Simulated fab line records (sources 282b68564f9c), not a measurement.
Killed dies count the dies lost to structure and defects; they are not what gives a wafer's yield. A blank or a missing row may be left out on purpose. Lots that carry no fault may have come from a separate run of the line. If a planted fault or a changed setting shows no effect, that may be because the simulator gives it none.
Struck lot and sound lot, side by side | flow rit-cmos | 15 steps out of a route of 202
Sound: these wafers, L593.1, L593.4, L593.6. Wafers struck: L584.3, L584.4, L584.5. The cause is given at the end.
For every step that has rows: the tool of each side, followed by ch and its chambers, followed by its first start. Under that, the readings that differ: sound wafers | struck wafers | difference of the means | sigmas: that difference in standard deviations of wafers without a fault.
alike: words and numbers the same on both sides, and readings whose means are apart by under 2 such deviations; not compared: readings that were withheld, readings missing a value for some wafer, numbers with overlapping values and no deviation given by the record, and bounds like >300 which may hide the same value.
Wherever a step has rows on one side only, a row that says differs or no value, or a row with sigmas, the two part there. When numbers do not overlap yet have no deviation, they are printed without sigmas and do not part them. A reading that every wafer of one side lacks parts them only if that side has two wafers or more.

RIT_NSD_TW_MEAS_10:
  struck on film-metro-01, day 3 15:44; sound on film-metro-03, day 5 12:08
  alike: NSD_TW
then, 6 steps without rows for these wafers: RIT_PSD_HMDS_00 (prime time 60 s); RIT_PSD_COAT_01 (resist thk 1000 nm); RIT_PSD_SOFTBAKE_02 (time 60 s); RIT_PSD_EXPOSE_03 (exposes mask M10, target cd 40900 nm); RIT_PSD_PEB_04; RIT_PSD_DEVELOP_05 (develop time 50 s).
RIT_PSD_OVL_MEAS_06:
  struck on overlay-01, day 3 16:38; sound on overlay-01, day 5 13:02
  alike: PSD_OVL
then, 2 steps without rows for these wafers: RIT_PSD_HARDBAKE_07 (time 60 s); RIT_PSD_IMPLANT_08.
RIT_PSD_STRIP_09: strips in O2, time 180 s.
  sound on plasma-asher-03 ch 0,1, day 5 13:22; struck on plasma-asher-01 ch 0,1, day 3 17:02
  alike: drypump-motor-current-A
  not compared: rf-hours-counter-h
RIT_PSD_TW_MEAS_10:
  struck on film-metro-04, day 3 17:10; sound on film-metro-04, day 5 13:33
  alike: PSD_TW
RIT_SDANNEAL_CLEAN_00: cleans in SC1, time 600 s.
  sound on wet-bench-03 ch 1, day 5 13:37; struck on wet-bench-02 ch 1, day 3 17:12
  reading    | sound             | struck            | difference | sigmas
  temp-c (C) | 75.10 75.09 75.07 | 74.21 74.12 74.15 | -0.93      | -8
then, 1 step without rows for these wafers: RIT_SDANNEAL_CLEAN_01 (cleans in dHF, time 30 s).
RIT_M1_PROBE_99:
  struck on prober-01, day 4 01:23; sound on prober-02, day 5 21:26
  alike: killed-at-contacts, killed-at-front-end, killed-dies, killed-open, killed-short

WHERE THEY PART
Within this record, at RIT_SDANNEAL_CLEAN_00 only. Later steps at which nothing parts them and some readings are alike: RIT_M1_PROBE_99.

WHY: what the simulator had put in
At RIT_SDANNEAL_CLEAN_00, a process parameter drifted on wet-bench-02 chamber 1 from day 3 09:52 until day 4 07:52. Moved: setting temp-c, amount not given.
